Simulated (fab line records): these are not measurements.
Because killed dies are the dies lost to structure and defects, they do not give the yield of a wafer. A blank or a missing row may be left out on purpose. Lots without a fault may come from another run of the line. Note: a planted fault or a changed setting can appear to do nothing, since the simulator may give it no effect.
Commonality check across tools	flow rit_cmos	13 lots and 39 wafers in the sample

== WHY IT WAS OPENED ==
At RIT_SPACER_THK_MEAS_04 the reading SPACER_NITRIDE_THK is flagged on 1 of 13 lots. Fault-free wafers read 250.4 nm, with a standard deviation of 2.4.
Rule: a lot is flagged when every wafer of it that has a number lies more than 4 standard deviations from that mean, or none has a number. All remaining lots are regarded as sound.

lot	measured	on	SPACER_NITRIDE_THK (nm), wafer by wafer	flag
L922	day 3 04:21	film_metro-01	253.7 252.3 254.7	
L923	day 3 07:23	film_metro-01	254.2 252.1 253.5	
L924	day 3 10:13	film_metro-03	246.3 246.1 247.5	
L925	day 3 18:17	film_metro-01	253.5 250.7 250.9	
L926	day 3 20:43	film_metro-02	248.3 248.8 247.6	
L929	day 4 11:34	film_metro-01	252.3 252.4 250.4	
L934	day 5 18:07	film_metro-02	270.0 274.4 281.4	FLAGGED
L936	day 6 03:14	film_metro-02	246.1 246.0 246.3	
L937	day 6 06:05	film_metro-02	249.0 249.6 248.3	
L938	day 6 12:11	film_metro-02	249.3 249.8 245.9	
L939	day 6 17:08	film_metro-02	251.7 249.8 248.9	
L941	day 7 02:59	film_metro-03	250.4 252.4 251.8	
L943	day 7 14:35	film_metro-01	246.9 248.2 247.5	
On average the flagged lots' numbers are 275.3 nm, which is +24.9 nm against the usual, or +10 standard deviations.

== LOT BY LOT: THE TOOL USED ==
The record keeps 1 process step preceding the reading, out of 202 steps on the route. In each cell: the tool, then ch and the chambers that the sampled wafers went through, then the start.
lot	flag	RIT_SPACER_CVD_03
L922		lpcvd-01 ch 1, day 3 02:26
L923		lpcvd-01 ch 1, day 3 05:28
L924		lpcvd-02 ch 1, day 3 08:17
L925		lpcvd-02 ch 1, day 3 16:22
L926		lpcvd-01 ch 0, day 3 18:47
L929		lpcvd-02 ch 0, day 4 09:38
L934	FLAGGED	lpcvd-01 ch 0, day 5 16:10
L936		lpcvd-02 ch 1, day 6 01:19
L937		lpcvd-02 ch 0, day 6 04:09
L938		lpcvd-02 ch 1, day 6 10:16
L939		lpcvd-01 ch 1, day 6 15:13
L941		lpcvd-02 ch 0, day 7 00:05
L943		lpcvd-02 ch 1, day 7 11:43
What the steps here do:
- RIT_SPACER_CVD_03: deposits Si3N4 from SiH2Cl2/NH3, target thk 250 nm, time 3300 s.
- RIT_SPACER_THK_MEAS_04

== FLAGGED OVER TOTAL, TOOL BY TOOL (the gauges that took the reading come last) ==
step	tool	lots run	flagged	share of the flagged lots	sound lots run after its first flagged lot
RIT_SPACER_CVD_03	lpcvd-01	5	1	all	1 (L939)
RIT_SPACER_CVD_03	lpcvd-02	8	0	none	-
RIT_SPACER_THK_MEAS_04	film_metro-01	5	0	none	-
RIT_SPACER_THK_MEAS_04	film_metro-02	6	1	all	4 (L936,L937,L938,L939)
RIT_SPACER_THK_MEAS_04	film_metro-03	2	0	none	-

== WHAT THE TABLE PERMITS ==
Rows of the table that ran all the flagged lots, 2 in number: lpcvd-01 at RIT_SPACER_CVD_03; film_metro-02 at RIT_SPACER_THK_MEAS_04.
- lpcvd-01 at RIT_SPACER_CVD_03 ran 5 lots, 1 of them flagged. After the first flagged lot (L939), sound lots still ran on it; a lasting fault on the whole tool would not permit that. Its own readings lie more than 4 standard deviations out on every wafer of the flagged lots: spike_tc_centre_C.
- film_metro-02 at RIT_SPACER_THK_MEAS_04 ran 6 lots, 1 of them flagged. After the first flagged lot (L936, L937, L938, L939), sound lots still ran on it; a lasting fault on the whole tool would not permit that.
Not one row of the table ran every flagged lot while running no sound lot after the first.

== WHAT WAS PUT IN BY THE SIMULATOR ==
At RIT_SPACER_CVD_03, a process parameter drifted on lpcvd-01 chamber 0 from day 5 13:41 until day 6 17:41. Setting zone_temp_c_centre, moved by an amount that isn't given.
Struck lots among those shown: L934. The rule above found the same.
